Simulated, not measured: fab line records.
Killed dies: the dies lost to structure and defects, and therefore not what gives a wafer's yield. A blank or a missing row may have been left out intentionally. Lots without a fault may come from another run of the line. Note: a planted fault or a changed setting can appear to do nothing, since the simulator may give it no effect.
Split-lot study ; flow berkeley cmos170 ; 23 wafers read from 5 lots, route of 331 steps

## SPLIT DETAILS
At UCB170_NSD_IMPLANT_08, the setting dose cm2 was moved away from the recipe's 3e+15 on 9 of the 23 wafers read, by -4.9% to +4.3%. All remaining wafers had this setting at the recipe value.

## FROM THE SPLIT TO THE READING: what the file shows between them, 3 steps
- UCB170_NSD_STRIP_09: strips in O2
- UCB170_NSD_CLEAN_11: cleans in SPM, time 600 s
- UCB170_SDANNEAL_RTA_01: time 5 s

## THE READING
NSD_RS, in ohm/sq, at UCB170_SDANNEAL_RS_MEAS_03 (measures by four-point-probe). On this fab line, fault-free wafers typically give 37.27 ohm/sq with a standard deviation of 0.11 ohm/sq.

wafer;tool, chamber at the split;dose cm2 as run;against the recipe;NSD_RS, ohm/sq;against lot-mates on the recipe
L075.1;implanter-04, 0;3.117e+15;+3.9%;36.56;-0.56
L075.2;implanter-04, 0;3.117e+15;+3.9%;36.59;-0.53
L075.3;implanter-04, 0;3e+15;recipe;37.12;-
L075.5;implanter-04, 0;3e+15;recipe;37.12;-
L075.6;implanter-04, 0;3.117e+15;+3.9%;36.53;-0.59
L081.2;implanter-04, 0;3e+15;recipe;37.15;-
L081.3;implanter-04, 0;2.852e+15;-4.9%;38.00;+0.89
L081.4;implanter-04, 0;2.852e+15;-4.9%;38.03;+0.92
L081.5;implanter-04, 0;2.852e+15;-4.9%;38.08;+0.97
L081.6;implanter-04, 0;3e+15;recipe;37.06;-
L084.1;implanter-04, 0;3e+15;recipe;37.35;-
L084.3;implanter-04, 0;3e+15;recipe;37.42;-
L084.4;implanter-04, 0;3e+15;recipe;37.42;-
L084.5;implanter-04, 0;3e+15;recipe;37.31;-
L084.6;implanter-04, 0;3e+15;recipe;37.45;-
L083.4;implanter-02, 0;3e+15;recipe;37.42;-
L083.5;implanter-02, 0;3e+15;recipe;37.35;-
L083.6;implanter-02, 0;3e+15;recipe;37.30;-
L085.1;implanter-01, 0;3e+15;recipe;37.31;-
L085.2;implanter-01, 0;3.129e+15;+4.3%;36.67;-0.69
L085.3;implanter-01, 0;3e+15;recipe;37.40;-
L085.5;implanter-01, 0;3.129e+15;+4.3%;36.58;-0.78
L085.6;implanter-01, 0;3.129e+15;+4.3%;36.54;-0.82

THE FIT
A straight line over all 23 wafers: NSD_RS changes by -0.163 ohm/sq for each +1% of dose cm2; r = -0.97; the points scatter about the line by 0.11 ohm/sq.
The same after taking each lot's own level away (the mean of its wafers on the recipe; 23 wafers): -0.174 ohm/sq for each +1%; r = -0.99; scatter 0.065 ohm/sq.
According to that fit, moving dose cm2 by its largest amount changes the reading by 0.86 ohm/sq.
Across the lots, their own levels run from 37.105 to 37.390 ohm/sq, a range of 2.6 times the standard deviation given above.
Hence the lot-to-lot level has little effect on the slope; both slopes agree.
Check: for one of the wafers moved furthest among these (-4.9%), held out of the fit, the line's prediction against its lot-mates is +0.881 ohm/sq. It came out at +0.895 ohm/sq against them.

## THESE WAFERS: OTHER SPLITS
Before the reading, these wafers also passed through other splits. Each is held against what the fit with the lots' levels taken away leaves over:
other split on the same wafers;wafers away from the commonest value;r with NSD_RS (lot level and that fit taken away)
UCB170_NVT_IMPLANT_07 energy kev;11;+0.26
UCB170_GATE_CVD_04 pressure mtorr;10;+0.50
UCB170_GATE_ETCH_14 bias w;8;+0.07
UCB170_NLDD_COAT_01 resist thk nm;8;+0.07
UCB170_NLDD_IMPLANT_09 dose cm2;6;-0.55

## THE WHOLE CHAIN: every reading that the file lists as answering this split, in the file's order
step;what it does;reading;change (the file's fit);r (the file's)
UCB170_NSD_STRIP_09;strips in O2;strip time to endpoint s;withheld for each +1% of the setting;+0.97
UCB170_SDANNEAL_RS_MEAS_03;measures by four-point-probe;NSD_RS;-0.173 for each +1% of the setting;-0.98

## THE FILE'S OWN FIT
NSD_RS changes by -0.173 ohm/sq for each +1% of dose cm2, r = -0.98.
